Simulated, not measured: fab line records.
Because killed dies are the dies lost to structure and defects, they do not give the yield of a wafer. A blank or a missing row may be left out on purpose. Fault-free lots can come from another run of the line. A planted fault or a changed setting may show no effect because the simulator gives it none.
A single fault, viewed from 2 desks | flow rit cmos | every desk sees just its own numbers, and what lay behind them comes last

## FOR THE TOOL OWNER'S DESK: litho track-04
The tool's own readings at RIT_CONTACT_SOFTBAKE_04 (time 60 s): means of the sampled wafers that have a number, for each lot that ran on this tool. Any lot whose mean is over 4 standard deviations away from the usual mean is out of limits and marked OUT; that distance is given in the brackets.
Columns: A = heater power total W at RIT_CONTACT_SOFTBAKE_04, usual 34.56 W; B = run length s at RIT_CONTACT_SOFTBAKE_04, usual 89.38 s
lot  | first seen here | A                       | B
L935 | day 5 05:34     | 34.51                   | 89.47
L940 | day 6 05:43     | 46.64 (+99 or more) OUT | 48.66 (-99 or more) OUT
L942 | day 6 16:23     | 46.63 (+99 or more) OUT | 48.70 (-99 or more) OUT
L943 | day 6 21:06     | 46.65 (+99 or more) OUT | 48.80 (-99 or more) OUT
This desk's verdict: out of limits on L940, L942, L943, starting with L940 at day 6 05:43 (heater power total W at RIT_CONTACT_SOFTBAKE_04). L935: within limits.

## FROM THE METROLOGY DESK
Lot by lot, what the gauges showed, no matter which tool ran the lot: averages of those sampled wafers that carry a number. Any lot whose mean is over 4 standard deviations away from the usual mean is out of limits and marked OUT; that distance is given in the brackets.
Columns: A = NLDD_RS at RIT_SDANNEAL_RS_MEAS_07, usual 151.6 ohm/sq; B = SILICIDE_TI_RS at RIT_SILICIDE_RS_MEAS_02, usual 45.9 ohm/sq; C = SILICIDE_TI_THK at RIT_SILICIDE_THK_MEAS_03, usual 31.5 nm; D = CONTACT_TEOS_THK at RIT_CONTACT_THK_MEAS_01, usual 400 nm; E = cd nm at RIT_CONTACT_CD_MEAS_08, usual 1000.8 nm
lot  | first seen here | A     | B    | C    | D   | E
L926 | day 3 06:47     | 151.7 | 45.0 | 31.8 | 400 | 997.5
L935 | day 5 04:26     | 151.8 | 45.3 | 31.8 | 399 | 999.8
L940 | day 6 04:40     | 151.3 | 45.3 | 32.1 | 396 | 999.0
L941 | day 6 10:14     | 151.8 | 46.0 | 31.5 | 400 | 997.9
L942 | day 6 15:21     | 151.2 | 45.7 | 31.8 | 399 | 996.7
L943 | day 6 20:02     | 151.7 | 45.7 | 31.6 | 399 | 999.6
L946 | day 7 10:37     | 151.3 | 46.6 | 31.0 | 404 | 1000.6
This desk's finding: nothing out of limits on any of the 7 lots.

## BROUGHT TOGETHER
An alarm could have come from the tool owner's desk at day 6 05:43, on L940, L942, L943.
From the metrology desk's view, nothing was out of limits.
The metrology desk holds a record of L940, L942, L943, inside its limits.
All the named lots went through RIT_CONTACT_SOFTBAKE_04 on litho track-04.

## WHAT WAS PUT IN BY THE SIMULATOR
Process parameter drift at RIT_CONTACT_SOFTBAKE_04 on litho track-04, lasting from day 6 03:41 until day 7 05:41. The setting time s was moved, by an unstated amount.
Shown lots that were struck: L940, L942, L943.
How many hours passed from the start of the fault until each desk's first out-of-limits reading: the tool owner's desk, 2.
